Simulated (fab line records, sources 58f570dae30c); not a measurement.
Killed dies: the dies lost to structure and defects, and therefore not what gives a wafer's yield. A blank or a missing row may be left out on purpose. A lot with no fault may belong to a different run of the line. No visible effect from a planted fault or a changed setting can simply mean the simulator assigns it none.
2 desks, one fault + flow berkeleyCmos170 + what lay behind the numbers comes last; until then each desk has only its own

METROLOGY DESK
Lot by lot, what the gauges showed, no matter which tool ran the lot: averages of those sampled wafers that carry a number. A lot is out of limits, marked OUT, if its mean lies more than 4 standard deviations from the usual mean; the brackets give that distance.
Columns: A = PLDD_TW at UCB170_PLDD_TW_MEAS_11, usual 1011; B = cdNm at UCB170_NLDD_CD_MEAS_06, usual 1200.0 nm; C = NLDD_OVL at UCB170_NLDD_OVL_MEAS_07, usual 3 nm
| lot  | first seen here | A    | B      | C  |
|------|-----------------|------|--------|----|
| L552 | day 6 09:35     | 998  | 1201.2 | 6  |
| L559 | day 8 00:50     | 1000 | 1201.6 | 8  |
| L561 | day 8 13:47     | 1006 | 1199.0 | -6 |
| L563 | day 8 23:18     | 1023 | 1199.5 | 5  |
| L567 | day 9 21:55     | 1003 | 1199.2 | 4  |
| L573 | day 10 16:48    | 1016 | 1201.3 | 5  |
This desk's finding: nothing out of limits on any of the 6 lots.

DESK OF THE TOOL OWNER: implanter-03
UCB170_NLDD_IMPLANT_08, tool's own readings: per-lot mean of the sampled wafers with a number, covering each lot this tool ran. A lot is out of limits, marked OUT, if its mean lies more than 4 standard deviations from the usual mean; the brackets give that distance.
Columns: A = beamEnergyKeV at UCB170_NLDD_IMPLANT_08, usual 30.002; B = rotationDeg at UCB170_NLDD_IMPLANT_08, usual -0.004 degrees
| lot  | first seen here | A                | B      |
|------|-----------------|------------------|--------|
| L552 | day 6 11:03     | 30.004           | 0.003  |
| L559 | day 8 02:04     | 29.200 (-80) OUT | -0.015 |
| L561 | day 8 15:46     | 29.209 (-79) OUT | -0.040 |
This desk's finding: out of limits on L559, L561; first on L559, day 8 02:04 (beamEnergyKeV at UCB170_NLDD_IMPLANT_08). L552 stayed within limits.

BROUGHT TOGETHER
The tool owner's desk could have raised an alarm at day 8 02:04, on L559, L561.
At the metrology desk, nothing out of limits was observed.
The metrology desk holds a record of L559, L561, inside its limits.
UCB170_NLDD_IMPLANT_08 was run on implanter-03 by each of the lots named.

WHAT HAD BEEN PUT IN BY THE SIMULATOR
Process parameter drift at UCB170_NLDD_IMPLANT_08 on implanter-03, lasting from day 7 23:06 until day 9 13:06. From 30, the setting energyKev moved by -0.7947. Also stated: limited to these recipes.
Lots struck among those shown: L559, L561.
Each desk's first reading out of limits, in hours after the fault started: the tool owner's desk, 3.
